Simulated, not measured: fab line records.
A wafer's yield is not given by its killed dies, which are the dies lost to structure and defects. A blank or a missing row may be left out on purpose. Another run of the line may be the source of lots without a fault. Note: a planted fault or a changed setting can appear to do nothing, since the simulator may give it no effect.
The same fault as seen by 2 desks ; flow rit cmos ; every desk sees just its own numbers, and what lay behind them comes last

TOOL OWNER'S DESK, litho track-04
At RIT_M1_SOFTBAKE_05 (time 60 s), the tool's own readings, given per lot that ran on this tool as the mean of the sampled wafers with a number. Marked OUT: a lot whose mean sits more than 4 standard deviations from the usual mean, which makes it out of limits; the brackets give that distance.
Columns: A = heater power total W at RIT_M1_SOFTBAKE_05, usual 34.57 W; B = plate temp C at RIT_M1_SOFTBAKE_05, usual 90.01 C
lot;first seen here;A;B
L411;day 3 10:05;34.53;90.06
L420;day 5 09:25;37.72 (+62) OUT;95.78 (+48) OUT
L421;day 5 14:43;37.69 (+61) OUT;95.82 (+48) OUT
L422;day 5 20:10;37.71 (+62) OUT;95.74 (+48) OUT
This desk finds L420, L421, L422 out of limits, L420 being first, at day 5 09:25 (heater power total W at RIT_M1_SOFTBAKE_05). L411: within limits.

THE METROLOGY DESK
What the gauges read for every lot (on any tool): the sampled wafers with a number, averaged. Marked OUT: a lot whose mean sits more than 4 standard deviations from the usual mean, which makes it out of limits; the brackets give that distance.
Columns: A = CONTACT_OVL at RIT_CONTACT_OVL_MEAS_09, usual -0.4 nm; B = cd nm at RIT_CONTACT_CD_MEAS_90, usual 999.7 nm; C = M1_AL_RS at RIT_M1_RS_MEAS_01, usual 0.0739 ohm/sq; D = M1_AL_THK at RIT_M1_THK_MEAS_02, usual 395 nm; E = cd nm at RIT_M1_CD_MEAS_09, usual 2599.7 nm
lot;first seen here;A;B;C;D;E
L411;day 3 08:16;0.3;998.6;0.0744;393;2601.4
L413;day 3 18:05;0.8;1001.1;0.0740;395;2599.3
L420;day 5 07:37;-0.1;997.9;0.0744;397;2595.0
L421;day 5 12:55;-2.2;1002.6;0.0741;393;2595.4
L422;day 5 18:16;-0.8;1000.5;0.0736;395;2597.8
L427;day 7 07:59;0.2;997.1;0.0750;391;2599.1
L432;day 8 11:53;0.4;1000.5;0.0746;390;2599.5
This desk found nothing out of limits on any of the 7 lots.

ALL TOGETHER
The tool owner's desk could have raised an alarm at day 5 09:25, on L420, L421, L422.
Metrology desk: nothing out of limits seen.
The metrology desk has L420, L421, L422 on record, within its limits.
RIT_M1_SOFTBAKE_05 was run on litho track-04 by each of the lots named.

WHAT THE SIMULATOR HAD PUT IN
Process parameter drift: litho track-04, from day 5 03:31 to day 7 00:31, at RIT_M1_SOFTBAKE_05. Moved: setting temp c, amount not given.
Shown lots that were struck: L420, L421, L422.
Time in hours from fault onset to the first out-of-limits reading at each desk: the tool owner's desk, 6.
